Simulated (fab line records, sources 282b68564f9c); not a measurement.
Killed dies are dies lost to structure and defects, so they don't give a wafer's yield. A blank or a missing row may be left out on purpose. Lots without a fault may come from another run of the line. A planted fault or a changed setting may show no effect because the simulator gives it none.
A struck lot beside a sound one | flow rit_cmos | 14 steps out of a route of 202
Sound: wafers L782.2, L782.3, L782.5. Struck: wafers L774.1, L774.2, L774.6. The cause comes at the end.
At each step with rows: each side's tool, then ch and its chambers, then its first start. Under that, the readings that differ: sound wafers | struck wafers | difference of the means | sigmas: that difference in standard deviations of wafers without a fault.
alike: readings whose means differ by less than 2 such deviations, and words and numbers that are the same on both sides. not compared: withheld readings, readings that some wafer has no value for, bounds like >300 that may hide the same value, and numbers for which the record gives no deviation and whose values overlap.
The two part at a step that has a row with sigmas, a row that says differs or no value, or rows on one side only. Numbers that don't overlap but have no deviation are shown without sigmas and don't part them. A reading that every wafer of one side lacks parts them only if that side has two wafers or more.

first, 2 steps without rows for these wafers: RIT_PSD_HARDBAKE_07 (time 60 s); RIT_PSD_IMPLANT_08.
RIT_PSD_STRIP_09: strips in O2, time 180 s.
  sound on plasma_asher-02 ch 0,1, day 7 11:01; struck on plasma_asher-02 ch 0,1, day 5 19:25
  alike: drypump_motor_current_A
  not compared: rf_hours_counter_h
RIT_PSD_TW_MEAS_10:
  sound on film_metro-02, day 7 11:12; struck on film_metro-02, day 5 19:35
  alike: PSD_TW
then, 3 steps without rows for these wafers: RIT_SDANNEAL_CLEAN_00 (cleans in SC1, time 600 s); RIT_SDANNEAL_CLEAN_01 (cleans in dHF, time 30 s); RIT_SDANNEAL_CLEAN_02 (cleans in SC2, time 600 s).
RIT_SDANNEAL_RTA_03: time 5 s.
  sound on rtp_anneal-01 ch 0, day 7 11:38; struck on rtp_anneal-01 ch 0, day 5 20:01
  alike: wafer_temp_C_max
RIT_SDANNEAL_RS_MEAS_04: measures by four-point-probe.
  sound on film_metro-01, day 7 11:42; struck on film_metro-03, day 5 20:04
  reading         | sound                | struck               | difference | sigmas
  PSD_RS (ohm/sq) | 115.75 115.89 115.60 | 115.14 115.09 115.32 | -0.56      | -2
RIT_SDANNEAL_RS_MEAS_05: measures by four-point-probe.
  sound on film_metro-01, day 7 11:49; struck on film_metro-03, day 5 20:11
  alike: NSD_RS
RIT_SDANNEAL_RS_MEAS_06: measures by four-point-probe.
  sound on film_metro-01, day 7 11:56; struck on film_metro-03, day 5 20:19
  alike: PLDD_RS
RIT_SDANNEAL_RS_MEAS_07: measures by four-point-probe.
  sound on film_metro-01, day 7 12:04; struck on film_metro-03, day 5 20:26
  alike: NLDD_RS
RIT_SILICIDE_WET_ETCH_00: etches SiO2 in BOE, target depth 14 nm, time 15 s.
  sound on wet_bench-02 ch 3, day 7 12:10; struck on wet_bench-01 ch 1, day 5 20:33
  no value came back on the struck wafers for bath_heat_duty_pct (%), temp_c (C), time_s (s); on the sound wafers bath_heat_duty_pct (%) reads 1.3 1.6 1.4
  reading                                     | sound             | struck            | difference | sigmas
  model.SiO2_of_FOX2_OXIDATION_00.thk_nm (nm) | 141.2 140.9 144.7 | 161.6 169.6 170.3 | +24.9      |
RIT_SILICIDE_SPUTTER_01: material Ti, target thk 30 nm, time 236.4 s.
  sound on pvd_sputter-04, day 7 12:10; struck on pvd_sputter-04, day 5 20:34
  alike: throttle_valve_pct

WHERE THEY PART
First at RIT_SDANNEAL_RS_MEAS_04; last, within this record, at RIT_SILICIDE_WET_ETCH_00. Later steps at which nothing parts them and some readings are alike: RIT_SILICIDE_SPUTTER_01.

WHY: what the simulator had put in
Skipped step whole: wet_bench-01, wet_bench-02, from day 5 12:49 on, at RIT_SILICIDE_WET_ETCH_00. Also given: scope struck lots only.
